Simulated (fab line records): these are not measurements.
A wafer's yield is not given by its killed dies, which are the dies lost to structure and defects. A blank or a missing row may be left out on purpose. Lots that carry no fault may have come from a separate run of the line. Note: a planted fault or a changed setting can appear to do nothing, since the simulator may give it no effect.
Which tool did it? ; flow berkeley-cmos170 ; Sampling: 7 lots, 21 wafers, 3 of 331 route steps

WHAT THE GAUGES READ, wafer by wafer
UCB170_V2_THK_MEAS_04.
lot;measured;on;V2_POLISHED_THK (nm)
L310;day 7 23:44;film-metro-01;1000.3 1000.9 1000.6
L313;day 9 01:20;film-metro-04;1000.5 1000.7 1001.1
L315;day 9 06:32;film-metro-01;998.7 999.4 1000.2
L317;day 9 14:52;film-metro-02;998.3 997.4 998.7
L323;day 10 15:10;film-metro-01;998.5 999.4 999.7
L320;day 10 16:01;film-metro-02;750.2 999.0 998.8
L331;day 12 04:37;film-metro-01;999.0 998.3 998.4

EACH LOT AND THE TOOL THAT RAN IT (in order: tool; ch and the chambers of the sampled wafers; start)
lot;UCB170_V1_CVD_00;UCB170_V2_CMP_02
L310;pecvd-04 ch 0,1,2, day 7 16:19;cmp-01 ch 2,3, day 7 23:18
L313;pecvd-04 ch 1,2, day 8 17:04;cmp-01 ch 0,3, day 9 00:53
L315;pecvd-02 ch 1,2, day 8 22:40;cmp-01 ch 0,1,2, day 9 06:13
L317;pecvd-04 ch 0,1, day 9 08:02;cmp-02 ch 0,2,3, day 9 14:26
L323;pecvd-02 ch 0,1,2, day 10 08:25;cmp-02 ch 0,2,3, day 10 14:51
L320;pecvd-02 ch 0,1,2, day 10 08:34;cmp-02 ch 0,2,3, day 10 15:35
L331;pecvd-03 ch 0,2, day 11 21:50;cmp-01 ch 0,1,2, day 12 04:18
- UCB170_V1_CVD_00: deposits SiO2 from TEOS/O2, target thk 2000 nm, time 250 s.
- UCB170_V2_CMP_02: polishes SiO2.

THE ANSWER, worked out from the rows above alone
Rule: the lots themselves supply what counts as usual. Put in order of their means at a reading, lots are off if they are a third of the lots or fewer, leave a main group of 4 or more, and stand apart from it by a gap of 3 or more times the standard deviation of the main group's means; of several such gaps the widest counts. A main group is skipped when, at the precision printed for the reading in the tables above, its means are all equal. Also off: a lot with no number at a reading for which 4 or more lots have one. Any other lot the step has rows for is counted as sound.
Off: L320, seen at UCB170_V2_THK_MEAS_04 (V2_POLISHED_THK). For the main group the mean is 999.5 nm and the standard deviation 0.97.
A tool fits if, at a process step before that reading, it ran every lot that is off, and no sound lot after the first of them. Gauges at UCB170_V2_THK_MEAS_04: tried the same way as those tools. Can't be told from this: 3 tools fit, pecvd-02 at UCB170_V1_CVD_00, cmp-02 at UCB170_V2_CMP_02, film-metro-02 at UCB170_V2_THK_MEAS_04.

WHAT HAD BEEN PUT IN BY THE SIMULATOR
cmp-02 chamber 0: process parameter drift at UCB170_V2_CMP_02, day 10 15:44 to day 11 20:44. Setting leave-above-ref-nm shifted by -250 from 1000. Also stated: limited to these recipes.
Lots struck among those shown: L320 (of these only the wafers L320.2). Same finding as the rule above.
